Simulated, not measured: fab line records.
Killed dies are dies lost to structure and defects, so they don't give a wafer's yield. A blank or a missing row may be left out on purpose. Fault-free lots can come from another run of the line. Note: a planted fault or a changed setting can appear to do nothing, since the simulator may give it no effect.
Comparing a struck lot with a sound one    flow ritCmos    15 steps out of a route of 202
Sound: the wafers L500.1, L500.3, L500.6. The struck wafers were L505.1, L505.2, L505.5. At the end, the cause is stated.
For every step that has rows: the tool of each side, followed by ch and its chambers, followed by its first start. Under that, the readings that differ: sound wafers    struck wafers    difference of the means    sigmas: that difference in standard deviations of wafers without a fault.
alike: a reading whose means differ by less than 2 such deviations, as well as words and numbers matching on both sides. not compared: withheld readings; readings where some wafer has no value; bounds like >300 that might hide an equal value; numbers whose values overlap and for which the record gives no deviation.
Wherever a step has rows on one side only, a row that says differs or no value, or a row with sigmas, the two part there. Numbers that have no deviation but don't overlap get no sigmas and don't part them. A reading that every wafer of one side lacks parts them only if that side has two wafers or more.

first, 1 step without rows for these wafers: RIT_PRETRO_IMPLANT_08.
RIT_PRETRO_STRIP_09: strips in O2, time 180 s.
  sound on plasmaAsher-02 ch 0,1, day 2 18:38; struck on plasmaAsher-02 ch 0,1, day 3 16:28
  alike: drypumpMotorCurrentA
  not compared: rfHoursCounterH
RIT_PRETRO_TW_MEAS_10:
  sound on filmMetro-01, day 2 18:49; struck on filmMetro-02, day 3 16:38
  alike: PRETRO_TW
then, 5 steps without rows for these wafers: RIT_GATE_WET_ETCH_00 (etches SiO2 in BOE, target depth 56 nm, time 60 s); RIT_GATE_CLEAN_01 (cleans in SC1, time 600 s); RIT_GATE_CLEAN_02 (cleans in dHF, time 30 s); RIT_GATE_CLEAN_03 (cleans in SC2, time 600 s); RIT_GATE_CLEAN_04 (cleans in dHF, time 60 s).
RIT_FOX2_THK_MEAS_91:
  sound on filmMetro-02, day 2 19:28; struck on filmMetro-03, day 3 17:07
  alike: FIELD_OXIDE_LEFT_2_THK
then, 2 steps without rows for these wafers: RIT_GATE_OXIDATION_05 (target thk 3 nm, ox time 270 s); RIT_GATE_ANNEAL_06 (time 600 s).
RIT_GATE_THK_MEAS_07:
  sound on filmMetro-03, day 2 21:36; struck on filmMetro-03, day 3 19:49
reading              sound           struck          difference  sigmas
GATE_OXIDE_THK (nm)  3.01 2.96 2.91  3.15 3.00 3.14  +0.14       +2
RIT_GATE_CVD_08: deposits poly-Si from SiH4, target thk 250 nm, time 2220 s.
  sound on lpcvd-02 ch 1, day 2 21:40; struck on lpcvd-01 ch 0, day 3 22:31
RIT_GATE_THK_MEAS_09:
  sound on filmMetro-02, day 2 23:17; struck on filmMetro-03, day 4 00:25
reading             sound              struck             difference  sigmas
GATE_POLY_THK (nm)  251.3 249.7 250.6  500.1 500.6 501.7  +250.3      +99 or more
RIT_M1_PROBE_99:
  the record holds rows for the sound wafers here (prober-02, day 3 21:41) but none for the struck ones

== WHERE THEY PART ==
Last at RIT_M1_PROBE_99 as far as this record goes, first at RIT_GATE_THK_MEAS_07.

WHY: the cause the simulator had injected
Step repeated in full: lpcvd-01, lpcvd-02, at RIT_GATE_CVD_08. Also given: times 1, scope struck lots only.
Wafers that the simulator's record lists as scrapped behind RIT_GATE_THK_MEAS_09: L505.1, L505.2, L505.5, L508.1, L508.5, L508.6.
